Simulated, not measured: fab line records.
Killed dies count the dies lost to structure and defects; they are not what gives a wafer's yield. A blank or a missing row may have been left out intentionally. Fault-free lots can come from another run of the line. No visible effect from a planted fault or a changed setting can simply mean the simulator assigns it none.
The tool behind it: which one? | flow berkeleyCmos170 | 14 lots, 42 wafers sampled, at 7 steps of a route of 331

WHAT EACH GAUGE READ, for each wafer
UCB170_GATE_OVL_MEAS_13. Usual: GATE_OVL typically reads -5 nm, with standard deviation 6.8.
lot  | measured     | on         | GATE_OVL (nm) | flag
L875 | day 7 06:50  | overlay-01 | 9 14 6        | 
L878 | day 7 22:13  | overlay-01 | -14 -15 -16   | 
L879 | day 8 11:42  | overlay-01 | -6 -8 -17     | 
L880 | day 8 11:40  | overlay-02 | -14 -7 -7     | 
L882 | day 8 20:10  | overlay-01 | -4 -4 0       | 
L881 | day 8 20:08  | overlay-02 | -9 -1 -5      | 
L884 | day 9 03:31  | overlay-01 | -8 -3 0       | 
L888 | day 10 04:58 | overlay-01 | -10 -2 -10    | 
L890 | day 10 04:52 | overlay-01 | -5 -12 -7     | 
L893 | day 11 04:06 | overlay-02 | -5 -11 -4     | 
L895 | day 11 13:39 | overlay-01 | -9 -3 -13     | 
L896 | day 11 13:57 | overlay-01 | 7 13 9        | 
L897 | day 11 14:13 | overlay-02 | -6 -2 -5      | 
L898 | day 12 09:40 | overlay-01 | 3 2 4         | 

UCB170_NSD_TW_MEAS_10. Usual: NSD_TW typically reads 4181, with standard deviation 38.
lot  | measured     | on           | NSD_TW         | flag
L875 | day 7 21:49  | filmMetro-04 | 4233 4204 4223 | 
L878 | day 8 12:32  | filmMetro-01 | 4113 4120 4134 | 
L879 | day 9 03:16  | filmMetro-04 | 4228 4223 4220 | 
L880 | day 9 03:32  | filmMetro-01 | 4158 4154 4201 | 
L882 | day 9 12:50  | filmMetro-04 | 4207 4187 4203 | 
L881 | day 9 12:32  | filmMetro-02 | 4171 4151 4148 | 
L884 | day 9 19:13  | filmMetro-01 | 4397 4349 4364 | OFF
L888 | day 10 19:26 | filmMetro-04 | 4426 4462 4431 | OFF
L890 | day 10 18:51 | filmMetro-01 | 4152 4162 4139 | 
L893 | day 11 20:55 | filmMetro-02 | 4385 4397 4398 | OFF
L895 | day 12 02:58 | filmMetro-01 | 4158 4153 4164 | 
L896 | day 12 03:13 | filmMetro-02 | 4174 4143 4178 | 
L897 | day 12 03:28 | filmMetro-04 | 4272 4255 4278 | 
L898 | day 13 00:34 | filmMetro-01 | 4157 4140 4153 | 

UCB170_SDANNEAL_RS_MEAS_03: the measuring method here is four-point-probe. Usual: NSD_RS typically reads 37.23 ohm/sq, with standard deviation 0.1.
lot  | measured     | on           | NSD_RS (ohm/sq)   | flag
L875 | day 8 01:08  | filmMetro-04 | 37.21 37.19 37.15 | 
L878 | day 8 14:12  | filmMetro-01 | 37.12 37.16 37.24 | 
L879 | day 9 04:46  | filmMetro-02 | 37.41 37.38 37.35 | 
L880 | day 9 05:28  | filmMetro-02 | 37.26 37.22 37.34 | 
L882 | day 9 14:04  | filmMetro-04 | 37.03 37.20 37.22 | 
L881 | day 9 13:50  | filmMetro-01 | 37.14 37.21 37.24 | 
L884 | day 9 20:31  | filmMetro-04 | 30.19 30.18 30.18 | OFF
L888 | day 10 20:50 | filmMetro-04 | 30.15 30.07 30.10 | OFF
L890 | day 10 20:07 | filmMetro-04 | 37.21 37.10 37.24 | 
L893 | day 11 22:47 | filmMetro-04 | 30.19 30.14 30.16 | OFF
L895 | day 12 06:07 | filmMetro-01 | 37.26 37.38 37.36 | 
L896 | day 12 06:34 | filmMetro-04 | 37.18 37.23 37.30 | 
L897 | day 12 06:25 | filmMetro-02 | 37.03 37.13 37.11 | 
L898 | day 13 02:20 | filmMetro-02 | 37.36 37.25 37.18 | 

WHAT TOOL EACH LOT RAN ON (gives the tool, then ch and the chambers of the sampled wafers, and finally the start)
lot  | UCB170_ZERO_ETCH_06              | UCB170_ZERO_STRIP_07               | UCB170_NSD_IMPLANT_08           | UCB170_NSD_STRIP_09
L875 | rieDiel-01 ch 0,1,3, day 2 00:07 | plasmaAsher-03 ch 0,1, day 2 00:08 | implanter-01 ch 0, day 7 21:34  | plasmaAsher-04 ch 0,1, day 7 21:43
L878 | rieDiel-01 ch 0,3, day 2 12:09   | plasmaAsher-03 ch 0,1, day 2 12:11 | implanter-01 ch 0, day 8 12:17  | plasmaAsher-01 ch 0,1, day 8 12:26
L879 | rieDiel-04 ch 0,3, day 2 20:10   | plasmaAsher-02 ch 1, day 2 20:11   | implanter-03 ch 0, day 9 03:02  | plasmaAsher-04 ch 0, day 9 03:09
L880 | rieDiel-01 ch 0,1,3, day 2 20:25 | plasmaAsher-03 ch 0,1, day 2 20:26 | implanter-02 ch 0, day 9 03:17  | plasmaAsher-03 ch 0,1, day 9 03:26
L882 | rieDiel-01 ch 0,1,2, day 3 04:14 | plasmaAsher-04 ch 0,1, day 3 04:16 | implanter-01 ch 0, day 9 12:35  | plasmaAsher-01 ch 0,1, day 9 12:43
L881 | rieDiel-02 ch 1,3, day 3 04:31   | plasmaAsher-02 ch 0,1, day 3 04:32 | implanter-03 ch 0, day 9 12:17  | plasmaAsher-03 ch 0,1, day 9 12:26
L884 | rieDiel-02 ch 0,3, day 3 20:00   | plasmaAsher-03 ch 0,1, day 3 20:01 | implanter-01 ch 0, day 9 18:40  | plasmaAsher-03 ch 0,1, day 9 19:07
L888 | rieDiel-04 ch 0,1,2, day 4 15:43 | plasmaAsher-03 ch 0,1, day 4 15:44 | implanter-02 ch 0, day 10 18:52 | plasmaAsher-04 ch 0,1, day 10 19:20
L890 | rieDiel-02 ch 0,1,2, day 5 01:11 | plasmaAsher-02 ch 0,1, day 5 01:13 | implanter-01 ch 0, day 10 18:37 | plasmaAsher-03 ch 0,1, day 10 18:44
L893 | rieDiel-02 ch 0,2, day 5 17:55   | plasmaAsher-03 ch 0,1, day 5 17:56 | implanter-01 ch 0, day 11 20:04 | plasmaAsher-03 ch 0,1, day 11 20:49
L895 | rieDiel-04 ch 0,1,3, day 6 03:48 | plasmaAsher-04 ch 0,1, day 6 03:49 | implanter-01 ch 0, day 12 02:43 | plasmaAsher-03 ch 0,1, day 12 02:52
L896 | rieDiel-01 ch 0,2,3, day 6 04:13 | plasmaAsher-02 ch 1, day 6 04:14   | implanter-02 ch 0, day 12 02:58 | plasmaAsher-03 ch 0,1, day 12 03:07
L897 | rieDiel-04 ch 0,1,3, day 6 08:47 | plasmaAsher-03 ch 0,1, day 6 08:51 | implanter-03 ch 0, day 12 03:15 | plasmaAsher-04 ch 0,1, day 12 03:23
L898 | rieDiel-01 ch 1,3, day 6 18:42   | plasmaAsher-03 ch 0,1, day 6 18:44 | implanter-03 ch 0, day 13 00:19 | plasmaAsher-01 ch 0,1, day 13 00:28
- UCB170_ZERO_ETCH_06: etches SiO2 in CHF3/CF4/Ar, time 12 s.
- UCB170_ZERO_STRIP_07: strips in O2.
- UCB170_NSD_IMPLANT_08
- UCB170_NSD_STRIP_09: strips in O2.

WHAT THE TOOLS THEMSELVES READ (means of the sampled wafers that have a number; where no wafer has one, the mark that the record gives instead)
UCB170_ZERO_ETCH_06. Usual: cf4FlowSccm 10.00 sccm, standard deviation 0.032; drypumpMotorCurrentA 5.9 A, standard deviation 0.5; oesProductAu 0.620 a.u., standard deviation 0.0097; throttleValvePct 9.18 %, standard deviation 0.12.
lot  | tool       | cf4FlowSccm (sccm) | drypumpMotorCurrentA (A) | oesProductAu (a.u.) | throttleValvePct (%) | flag
L875 | rieDiel-01 | 9.98               | 5.7                      | 0.625               | 9.21                 | 
L878 | rieDiel-01 | 9.96               | 5.8                      | 0.630               | 9.19                 | 
L879 | rieDiel-04 | 10.01              | 6.6                      | 0.626               | 9.18                 | 
L880 | rieDiel-01 | 10.02              | 5.7                      | 0.622               | 9.21                 | 
L882 | rieDiel-01 | 10.02              | 5.6                      | 0.622               | 9.19                 | 
L881 | rieDiel-02 | 10.02              | 5.9                      | 0.610               | 9.13                 | 
L884 | rieDiel-02 | 10.02              | 6.2                      | 0.629               | 9.09                 | 
L888 | rieDiel-04 | 10.00              | 5.9                      | 0.615               | 9.29                 | 
L890 | rieDiel-02 | 9.99               | 5.9                      | 0.612               | 9.17                 | 
L893 | rieDiel-02 | 10.01              | 6.1                      | 0.618               | 9.19                 | 
L895 | rieDiel-04 | 9.99               | 6.1                      | 0.614               | 9.17                 | 
L896 | rieDiel-01 | 9.99               | 5.7                      | 0.629               | 9.17                 | 
L897 | rieDiel-04 | 10.02              | 6.1                      | 0.609               | 9.16                 | 
L898 | rieDiel-01 | 9.99               | 5.7                      | 0.614               | 9.25                 | 

UCB170_ZERO_STRIP_07. Usual: drypumpMotorCurrentA 5.6 A, standard deviation 0.43; o2FlowSccm 400.0 sccm, standard deviation 1.1; oesProductAu 0.727 a.u., standard deviation 0.0042; stripTimeToEndpointS 21.49 s, standard deviation 0.059.
lot  | tool           | drypumpMotorCurrentA (A) | o2FlowSccm (sccm) | oesProductAu (a.u.) | stripTimeToEndpointS (s) | flag
L875 | plasmaAsher-03 | 5.6                      | 400.7             | 0.733               | 21.53                    | 
L878 | plasmaAsher-03 | 5.6                      | 400.9             | 0.727               | 21.43                    | 
L879 | plasmaAsher-02 | 5.1                      | 400.5             | 0.730               | 21.44                    | 
L880 | plasmaAsher-03 | 5.6                      | 400.6             | 0.729               | 21.55                    | 
L882 | plasmaAsher-04 | 5.8                      | 399.9             | 0.727               | 21.50                    | 
L881 | plasmaAsher-02 | 5.9                      | 399.2             | 0.728               | 21.49                    | 
L884 | plasmaAsher-03 | 5.6                      | 399.6             | 0.727               | 21.40                    | 
L888 | plasmaAsher-03 | 5.6                      | 399.2             | 0.730               | 21.49                    | 
L890 | plasmaAsher-02 | 5.9                      | 399.9             | 0.731               | 21.51                    | 
L893 | plasmaAsher-03 | 5.6                      | 398.5             | 0.730               | 21.51                    | 
L895 | plasmaAsher-04 | 5.6                      | 400.7             | 0.730               | 21.53                    | 
L896 | plasmaAsher-02 | 5.1                      | 399.6             | 0.726               | 21.45                    | 
L897 | plasmaAsher-03 | 5.6                      | 399.7             | 0.725               | 21.55                    | 
L898 | plasmaAsher-03 | 5.6                      | 401.1             | 0.725               | 21.57                    | 

UCB170_NSD_IMPLANT_08. Usual: doseIonsCm2 3e+15, standard deviation 3.5e+12; tiltDeg 7.002 degrees, standard deviation 0.021.
lot  | tool         | doseIonsCm2 | tiltDeg (degrees) | flag
L875 | implanter-01 | 3e+15       | 7.002             | 
L878 | implanter-01 | 3e+15       | 6.988             | 
L879 | implanter-03 | 3e+15       | 7.007             | 
L880 | implanter-02 | 3e+15       | 7.003             | 
L882 | implanter-01 | 3e+15       | 6.978             | 
L881 | implanter-03 | 3e+15       | 6.964             | 
L884 | implanter-01 | 3e+15       | 6.995             | 
L888 | implanter-02 | 3e+15       | 7.015             | 
L890 | implanter-01 | 3e+15       | 7.012             | 
L893 | implanter-01 | 3e+15       | 7.003             | 
L895 | implanter-01 | 3e+15       | 7.009             | 
L896 | implanter-02 | 3e+15       | 7.012             | 
L897 | implanter-03 | 3e+15       | 7.013             | 
L898 | implanter-03 | 3e+15       | 7.004             | 

UCB170_NSD_STRIP_09. Usual: drypumpMotorCurrentA 5.8 A, standard deviation 0.4; o2FlowSccm 399.8 sccm, standard deviation 1.2; oesProductAu 0.534 a.u., standard deviation 0.0042; stripTimeToEndpointS 35.82 s, standard deviation 0.071.
lot  | tool           | drypumpMotorCurrentA (A) | o2FlowSccm (sccm) | oesProductAu (a.u.) | stripTimeToEndpointS (s) | flag
L875 | plasmaAsher-04 | 5.6                      | 400.5             | 0.536               | 35.71                    | 
L878 | plasmaAsher-01 | 6.2                      | 400.2             | 0.537               | 35.84                    | 
L879 | plasmaAsher-04 | 6.1                      | 398.6             | 0.536               | 35.84                    | 
L880 | plasmaAsher-03 | 5.6                      | 398.9             | 0.531               | 35.88                    | 
L882 | plasmaAsher-01 | 6.2                      | 400.3             | 0.537               | 35.87                    | 
L881 | plasmaAsher-03 | 5.6                      | 400.9             | 0.533               | 35.87                    | 
L884 | plasmaAsher-03 | 5.6                      | 398.7             | 0.485               | 42.74                    | OFF
L888 | plasmaAsher-04 | 5.8                      | 399.2             | 0.482               | 42.71                    | OFF
L890 | plasmaAsher-03 | 5.6                      | 400.9             | 0.531               | 35.91                    | 
L893 | plasmaAsher-03 | 5.6                      | 400.7             | 0.488               | 42.82                    | OFF
L895 | plasmaAsher-03 | 5.6                      | 399.2             | 0.541               | 35.83                    | 
L896 | plasmaAsher-03 | 5.6                      | 401.0             | 0.534               | 35.72                    | 
L897 | plasmaAsher-04 | 5.6                      | 399.1             | 0.531               | 35.95                    | 
L898 | plasmaAsher-01 | 6.2                      | 400.1             | 0.533               | 35.78                    | 

THE ANSWER, worked out from the rows above alone
Rule: lot off if the mean of its wafers having a number is beyond 3 standard deviations from the usual mean. Also off: a lot with no number at a reading for which 4 or more lots have one. All remaining lots with rows at the step are treated as sound. First the gauges in route order, then the tools' own readings, where a lot's mean is used as printed above. The first step at which some lot is off is used, and at that step the reading that is off furthest; a lot without a number counts as furthest.
Off: at UCB170_NSD_TW_MEAS_10 (NSD_TW), L884, L888, L893.
If a tool, at a process step before that reading, ran all the lots that are off and no sound lot after the first of them, it fits. The gauges at UCB170_NSD_TW_MEAS_10 aren't tried: what is off there is off at UCB170_NSD_STRIP_09 too, on other tools, and a gauge's error can't cause that. Of those tried, none fits.

WHAT WAS PUT IN BY THE SIMULATOR
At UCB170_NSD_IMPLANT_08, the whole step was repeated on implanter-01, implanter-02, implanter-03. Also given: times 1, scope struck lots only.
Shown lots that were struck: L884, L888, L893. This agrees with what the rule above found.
